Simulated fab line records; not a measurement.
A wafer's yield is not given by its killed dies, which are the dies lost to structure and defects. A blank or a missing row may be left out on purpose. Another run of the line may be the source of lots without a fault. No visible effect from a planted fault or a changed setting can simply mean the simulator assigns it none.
A struck lot beside a sound one + flow ritCmos + 43 steps out of a route of 202
Sound: these wafers, L386.2, L386.3, L386.6. Struck: wafer L396.4 (L396.3, L396.6, from the same lot, were not struck and are left out); the cause is given at the end.
At each step with rows: each side's tool, then ch and its chambers, then its first start. Under that, the readings that differ: sound wafers + struck wafers + difference of the means + sigmas: that difference in standard deviations of wafers without a fault.
alike: same words and numbers on both sides, and readings whose means sit less than 2 such deviations apart. not compared: any withheld reading, any reading some wafer has no value for, any bound like >300 that may hide the same value, and any number with overlapping values for which the record gives no deviation.
A row with sigmas, a row that says differs or no value, or rows on one side alone: a step with any of these is where the two part. When numbers do not overlap yet have no deviation, they are printed without sigmas and do not part them. A reading that every wafer of one side lacks parts them only if that side has two wafers or more.

RIT_SDANNEAL_RTA_03: time 5 s.
  sound on rtpAnneal-02 ch 0, day 5 05:26; struck on rtpAnneal-02 ch 0, day 7 01:03
  alike: wafer_temp_C_max
RIT_SDANNEAL_RS_MEAS_04: uses a four-point probe to measure.
  struck on filmMetro-04, day 7 01:08; sound on filmMetro-01, day 5 05:31
  alike: PSD_RS
RIT_SDANNEAL_RS_MEAS_05: uses a four-point probe to measure.
  struck on filmMetro-04, day 7 01:15; sound on filmMetro-01, day 5 05:38
  alike: NSD_RS
RIT_SDANNEAL_RS_MEAS_06: uses a four-point probe to measure.
  struck on filmMetro-04, day 7 01:22; sound on filmMetro-01, day 5 05:45
  alike: PLDD_RS
RIT_SDANNEAL_RS_MEAS_07: uses a four-point probe to measure.
  struck on filmMetro-04, day 7 01:29; sound on filmMetro-01, day 5 05:52
  alike: NLDD_RS
then, 2 steps without rows for these wafers: RIT_SILICIDE_WET_ETCH_00 (etches SiO2 in BOE, target depth 14 nm, time 15 s); RIT_SILICIDE_SPUTTER_01 (material Ti, target thk 30 nm, time 240 s).
RIT_SILICIDE_RS_MEAS_02: uses a four-point probe to measure.
  struck on filmMetro-01, day 7 01:46; sound on filmMetro-02, day 5 06:09
  alike: SILICIDE_TI_RS
RIT_SILICIDE_THK_MEAS_03: measures by xrf.
  struck on filmMetro-01, day 7 01:52; sound on filmMetro-02, day 5 06:16
  alike: SILICIDE_TI_THK
then, 2 steps without rows for these wafers: RIT_SILICIDE_RTA_04 (time 10 s, ramp up 5 s, ramp down 5 s); RIT_SILICIDE_WET_ETCH_05 (etches Ti in SPM, time 120 s).
RIT_SILICIDE_RTA_06: time 10 s, ramp up 5 s, ramp down 10 s.
  sound on rtpAnneal-02 ch 0, day 5 06:29; struck on rtpAnneal-02 ch 0, day 7 02:02
  alike: wafer_temp_C_max
RIT_CONTACT_CVD_00: deposits SiO2 from TEOS, target thk 400 nm, time 61 s.
  sound on pecvd-02 ch 0,1,2, day 5 06:32; struck on pecvd-04 ch 0, day 7 02:05
  alike: heaterPowerW
RIT_CONTACT_THK_MEAS_01:
  struck on filmMetro-02, day 7 02:09; sound on filmMetro-03, day 5 06:35
  alike: CONTACT_TEOS_THK
then, 6 steps without rows for these wafers: RIT_CONTACT_HMDS_02 (prime time 60 s); RIT_CONTACT_COAT_03 (resist thk 1000 nm); RIT_CONTACT_SOFTBAKE_04 (time 60 s); RIT_CONTACT_EXPOSE_05 (exposes mask M11, target cd 1000 nm); RIT_CONTACT_PEB_06; RIT_CONTACT_DEVELOP_07 (develop time 120 s).
RIT_CONTACT_CD_MEAS_08 targets a cd of 1000 nm.
  struck on cdSem-02, day 7 03:20; sound on cdSem-02, day 5 07:46
  alike: cdNm
RIT_CONTACT_OVL_MEAS_09:
  struck on overlay-01, day 7 03:25; sound on overlay-02, day 5 07:52
  alike: CONTACT_OVL
then, 2 steps without rows for these wafers: RIT_CONTACT_HARDBAKE_10 (time 60 s); RIT_CONTACT_ETCH_11 (etches SiO2 in CHF3/CF4/Ar, stops on TiSi2, target depth 480 nm, time 320 s).
RIT_CONTACT_STRIP_12: strips in O2, time 180 s.
  sound on plasmaAsher-02 ch 1, day 5 08:15; struck on plasmaAsher-02 ch 0, day 7 03:50
  alike: drypumpMotorCurrentA
  not compared: rfHoursCounterH
RIT_CONTACT_CD_MEAS_90 targets a cd of 1000 nm.
  struck on cdSem-02, day 7 04:00; sound on cdSem-01, day 5 08:26
  alike: cdNm
then, 2 steps without rows for these wafers: RIT_CONTACT_CLEAN_13 (cleans in SC1, time 600 s); RIT_CONTACT_CLEAN_14 (cleans in SC2, time 600 s).
RIT_M1_SPUTTER_00: material Al, target thk 400 nm, time 500 s.
  struck on pvdSputter-03, day 7 04:27; sound on pvdSputter-03, day 5 09:09
  alike: throttleValvePct
RIT_M1_RS_MEAS_01: uses a four-point probe to measure.
  struck on filmMetro-04, day 7 04:47; sound on filmMetro-03, day 5 09:28
| reading           | sound                | struck | difference | sigmas |
|-------------------|----------------------|--------|------------|--------|
| M1_AL_RS (ohm/sq) | 0.0728 0.0740 0.0739 | 0.0758 | +0.0022    | +3     |
RIT_M1_THK_MEAS_02: measures by xrf.
  struck on filmMetro-04, day 7 04:53; sound on filmMetro-03, day 5 09:35
| reading        | sound       | struck | difference | sigmas |
|----------------|-------------|--------|------------|--------|
| M1_AL_THK (nm) | 408 402 401 | 389    | -15        | -3     |
then, 6 steps without rows for these wafers: RIT_M1_HMDS_03 (prime time 60 s); RIT_M1_COAT_04 (resist thk 1300 nm); RIT_M1_SOFTBAKE_05 (time 60 s); RIT_M1_EXPOSE_06 (exposes mask M12, target cd 2600 nm); RIT_M1_PEB_07; RIT_M1_DEVELOP_08 (develop time 68 s).
RIT_M1_CD_MEAS_09 targets a cd of 2600 nm.
  struck on cdSem-02, day 7 05:58; sound on cdSem-02, day 5 10:39
  alike: cdNm
RIT_M1_OVL_MEAS_10:
  struck on overlay-01, day 7 06:04; sound on overlay-02, day 5 10:46
  alike: M1_OVL
then, 1 step without rows for these wafers: RIT_M1_HARDBAKE_11 (time 120 s).
RIT_M1_METAL_ETCH_12: etches Al in Cl2/BCl3, stops on SiO2, time 165 s, target depth 600 nm.
  sound on rieMetal-04 ch 0,1, day 5 11:11; struck on rieMetal-04 ch 1, day 7 06:23
  alike: drypumpMotorCurrentA, oesProductAu, throttleValvePct
  not compared: rfHoursCounterH
then, 1 step without rows for these wafers: RIT_M1_STRIP_13 (strips in nmp, time 600 s).
RIT_M1_PROBE_99:
  struck on prober-02, day 7 08:44; sound on prober-02, day 5 13:29
| reading          | sound  | struck | difference | sigmas |
|------------------|--------|--------|------------|--------|
| killedAtContacts | 0 0 1  | 18     | +18        | +46    |
| killedDies       | 7 3 10 | 28     | +21        | +7     |
| killedOnRim      | 2 2 3  | 10     | +8         | +5     |
| killedShort      | 3 1 7  | 8      | +4         | +2     |
  alike: killedAtFrontEnd, killedOpen

## WHERE THEY PART
Last at RIT_M1_PROBE_99 as far as this record goes, first at RIT_M1_RS_MEAS_01.

WHY: what had been put in by the simulator
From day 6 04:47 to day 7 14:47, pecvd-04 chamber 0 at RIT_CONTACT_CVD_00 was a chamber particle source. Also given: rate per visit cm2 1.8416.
